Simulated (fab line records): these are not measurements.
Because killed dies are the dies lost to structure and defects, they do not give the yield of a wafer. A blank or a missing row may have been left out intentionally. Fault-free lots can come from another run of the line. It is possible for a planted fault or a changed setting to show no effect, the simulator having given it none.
Chamber matching	flow rit_cmos	RIT_GATE_ETCH_19 on rie_si-01: 4 sister chambers
The step etches poly-Si in SF6/CHF3/O2, stops on SiO2, time 165 s, target depth 312.5 nm. 14 wafers are shown with their chamber, then 7 later ones without.

== WAFERS WITH THEIR CHAMBER ==
wafer	chamber	throttle_valve_pct (%)	drypump_motor_current_A (A)	oes_product_au (a.u.)
L862.2	1	10.10	5.6	0.854
L862.4	3	10.50	6.1	0.872
L862.5	2	9.98	5.8	0.843
L864.2	1	10.10	5.6	0.849
L864.5	3	10.50	6.1	0.873
L864.6	2	10.00	5.8	0.841
L866.1	3	10.51	6.1	0.891
L866.2	1	10.11	5.6	0.860
L866.6	0	10.23	5.2	0.869
L872.3	1	10.09	5.6	0.862
L872.4	2	9.98	5.7	0.851
L872.5	2	9.99	5.7	0.853
L878.1	0	10.23	5.2	0.858
L878.3	2	9.98	5.8	0.841

SIGNATURES, as means of the wafers listed above
reading	chamber 0	chamber 1	chamber 2	chamber 3	scatter within a chamber
throttle_valve_pct	10.2300	10.1000	9.9860	10.5033	0.00766
drypump_motor_current_A	5.200	5.600	5.760	6.100	0.0346
oes_product_au	0.86350	0.85625	0.84580	0.87867	0.00726
Rule: for each reading, subtract the chamber's mean from the wafer's reading, divide by that reading's scatter and square the result; add these up over the readings and take the root, which gives the wafer's distance from the chamber. If the next closest chamber is less than 2 further off than the closest, the wafer can't be placed; otherwise it belongs to the closest. The scatter: the root of (the sum of the squares of (reading less its chamber's mean) over the shown wafers, divided by (wafers less chambers)).

== WAFERS WHOSE CHAMBER IS MISSING ==
wafer	throttle_valve_pct (%)	drypump_motor_current_A (A)	oes_product_au (a.u.)
L878.5	10.23	5.2	0.855
L880.3	10.23	5.2	0.855
L880.5	10.50	6.1	0.872
L880.6	10.00	5.8	0.837
L882.3	10.11	5.6	0.866
L882.4	10.51	6.1	0.879
L882.6	10.22	5.2	0.870

== EACH ONE'S CHAMBER ==
wafer	from the rows above	in truth
L878.5	0	0
L880.3	0	0
L880.5	3	3
L880.6	2	2
L882.3	1	1
L882.4	3	3
L882.6	0	0
Correct placement for 7 of the 7. Can't be placed from these rows: 0. Wrongly placed: 0.
